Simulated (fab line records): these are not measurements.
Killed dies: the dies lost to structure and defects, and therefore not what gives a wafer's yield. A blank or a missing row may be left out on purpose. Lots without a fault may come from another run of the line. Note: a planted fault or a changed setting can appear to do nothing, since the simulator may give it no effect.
Matching of chambers    flow rit_cmos    RIT_SPACER_ETCHBACK_05 on rie_diel-03: 4 sister chambers
The step etches Si3N4 in SF6/CHF3, stops on SiO2, target depth 250 nm, time 240 s. 14 wafers are shown with their chamber, then 7 later ones without.

== WAFERS, EACH WITH ITS CHAMBER ==
wafer   chamber  drypump_motor_current_A (A)  throttle_valve_pct (%)  run_length_s (s)
L635.1  2        6.0                          10.37                   268.5
L635.3  1        4.6                          10.04                   268.7
L635.4  0        5.6                          10.06                   267.5
L646.1  0        5.7                          10.08                   267.7
L646.2  3        6.0                          10.14                   269.0
L646.4  1        4.6                          10.03                   268.3
L651.1  3        6.0                          10.16                   268.7
L651.2  0        5.7                          10.08                   267.5
L651.6  0        5.7                          10.07                   267.4
L652.2  2        6.1                          10.35                   268.7
L652.4  0        5.7                          10.08                   267.7
L652.6  3        6.0                          10.17                   268.7
L653.1  2        6.1                          10.36                   268.5
L653.4  0        5.7                          10.10                   267.9

SIGNATURES (averages over the wafers above)
reading                  chamber 0  chamber 1  chamber 2  chamber 3  scatter within a chamber
drypump_motor_current_A  5.683      4.600      6.067      6.000      0.0387
throttle_valve_pct       10.0783    10.0350    10.3600    10.1567    0.0126
run_length_s             267.617    268.500    268.567    268.800    0.183
Rule: for a wafer and a chamber, the distance is found by dividing, reading by reading, the gap between the wafer's reading and the chamber's mean by the reading's scatter, squaring, summing and taking the root. If the next closest chamber is less than 2 further off than the closest, the wafer can't be placed; otherwise it belongs to the closest. The scatter: the root of (the sum of the squares of (reading less its chamber's mean) over the shown wafers, divided by (wafers less chambers)).

== WAFERS WHOSE CHAMBER IS MISSING ==
wafer   drypump_motor_current_A (A)  throttle_valve_pct (%)  run_length_s (s)
L653.6  6.0                          10.36                   268.8
L655.2  5.7                          10.09                   268.0
L655.3  4.6                          10.04                   268.3
L655.4  6.1                          10.36                   268.6
L657.3  4.6                          10.05                   268.4
L657.4  5.7                          10.10                   267.8
L657.5  5.7                          10.07                   267.5

== EACH ONE'S CHAMBER ==
wafer   from the rows above  in truth
L653.6  2                    2
L655.2  0                    0
L655.3  1                    1
L655.4  2                    2
L657.3  1                    1
L657.4  0                    0
L657.5  0                    0
Placed correctly: 7 of 7. Left unplaced by these rows: 0. Placed wrongly: 0.
